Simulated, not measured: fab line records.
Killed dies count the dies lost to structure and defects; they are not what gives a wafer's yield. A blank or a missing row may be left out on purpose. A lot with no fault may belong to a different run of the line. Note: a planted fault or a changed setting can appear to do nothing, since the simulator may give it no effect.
A lot that was struck, set against a sound lot | flow rit-cmos | 19 steps out of a route of 202
Sound: wafers L391.4, L391.5, L391.6. Struck: wafers L393.1, L393.2, L393.4. Last of all comes the cause.
Each step with rows lists, per side, the tool, then ch with its chambers, then its first start. Under that, the readings that differ: sound wafers | struck wafers | difference of the means | sigmas: that difference in standard deviations of wafers without a fault.
alike: readings whose means differ by less than 2 such deviations, and words and numbers that are the same on both sides. not compared: withheld readings, readings that some wafer has no value for, bounds like >300 that may hide the same value, and numbers for which the record gives no deviation and whose values overlap.
The two part at a step that has a row with sigmas, a row that says differs or no value, or rows on one side only. Numbers that have no deviation but don't overlap get no sigmas and don't part them. A reading that every wafer of one side lacks parts them only if that side has two wafers or more.

first, 3 steps without rows for these wafers: RIT_GATE_CLEAN_02 (cleans in dHF, time 30 s); RIT_GATE_CLEAN_03 (cleans in SC2, time 600 s); RIT_GATE_CLEAN_04 (cleans in dHF, time 60 s).
RIT_FOX2_THK_MEAS_91:
  sound: film-metro-04 at day 3 11:49; struck: film-metro-03 at day 3 20:07
  alike: FIELD_OXIDE_LEFT_2_THK
then, 2 steps without rows for these wafers: RIT_GATE_OXIDATION_05 (target thk 3 nm, ox time 270 s); RIT_GATE_ANNEAL_06 (time 600 s).
RIT_GATE_THK_MEAS_07:
  sound: film-metro-03 at day 3 13:46; struck: film-metro-01 at day 3 23:06
  alike: GATE_OXIDE_THK
then, 1 step without rows for these wafers: RIT_GATE_CVD_08 (deposits poly-Si from SiH4, target thk 250 nm, time 2220 s).
RIT_GATE_THK_MEAS_09:
  sound: film-metro-03 at day 3 15:26; struck: film-metro-04 at day 4 00:46
  alike: GATE_POLY_THK
then, 3 steps without rows for these wafers: RIT_GATE_HMDS_10 (prime time 60 s); RIT_GATE_COAT_11 (resist thk 850 nm); RIT_GATE_SOFTBAKE_12 (time 60 s).
RIT_GATE_EXPOSE_13: exposes mask M6, target cd 150 nm.
  sound on iline-stepper-01 ch 0, day 3 16:15; struck on iline-stepper-01 ch 0, day 4 01:17
  reading                      | sound             | struck            | difference | sigmas
  model.GATE.overlay-x-nm (nm) | 1.887 1.887 1.887 | 129.9 129.9 129.9 | +128.0     |
  alike: mask
then, 2 steps without rows for these wafers: RIT_GATE_PEB_14; RIT_GATE_DEVELOP_15 (develop time 50 s).
RIT_GATE_CD_MEAS_16 targets a cd of 150 nm.
  sound: cd-sem-01 at day 3 16:39; struck: cd-sem-01 at day 4 01:59
  alike: cd-nm
RIT_GATE_OVL_MEAS_17:
  sound: overlay-01 at day 3 16:44; struck: overlay-01 at day 4 02:06
  reading       | sound        | struck            | difference | sigmas
  GATE_OVL (nm) | -0.2 1.0 1.5 | 129.9 128.4 130.9 | +129.0     | +92
then, 1 step without rows for these wafers: RIT_GATE_HARDBAKE_18 (time 60 s).
RIT_M1_PROBE_99:
  sound: prober-02 at day 4 12:49; struck: prober-02 at day 5 00:11
  reading                                                 | sound                | struck              | difference | sigmas
  model.etest.pldd.width-nm (nm)                          | 3205 3192 3194       | 3122 3133 3104      | -77        |
  model.etest.nldd.width-nm (nm)                          | 3195 3192 3194       | 3123 3133 3121      | -68        |
  model.etest.select-edge-diode-p.leak-log10-a (angstrom) | -10.23 -10.43 -10.56 | -7.835 -8.15 -8.403 | +2.277     |
  model.etest.select-edge-diode-n.leak-log10-a (angstrom) | -9.698 -9.895 -9.747 | -7.426 -7.66 -7.749 | +2.168     |
  model.etest.gate-end-array.leak-log10-a-um              | -12.88 -12.84 -12.62 | -12.2 -12.1 -12.16  | +0.6       |
  alike: killed_at_M0_to_M3, killed-at-front-end, killed-dies, killed-open, killed-short

## WHERE THEY PART
Within this record, at RIT_GATE_OVL_MEAS_17 only. Later steps at which nothing parts them and some readings are alike: RIT_M1_PROBE_99.

WHY: what the simulator had put in
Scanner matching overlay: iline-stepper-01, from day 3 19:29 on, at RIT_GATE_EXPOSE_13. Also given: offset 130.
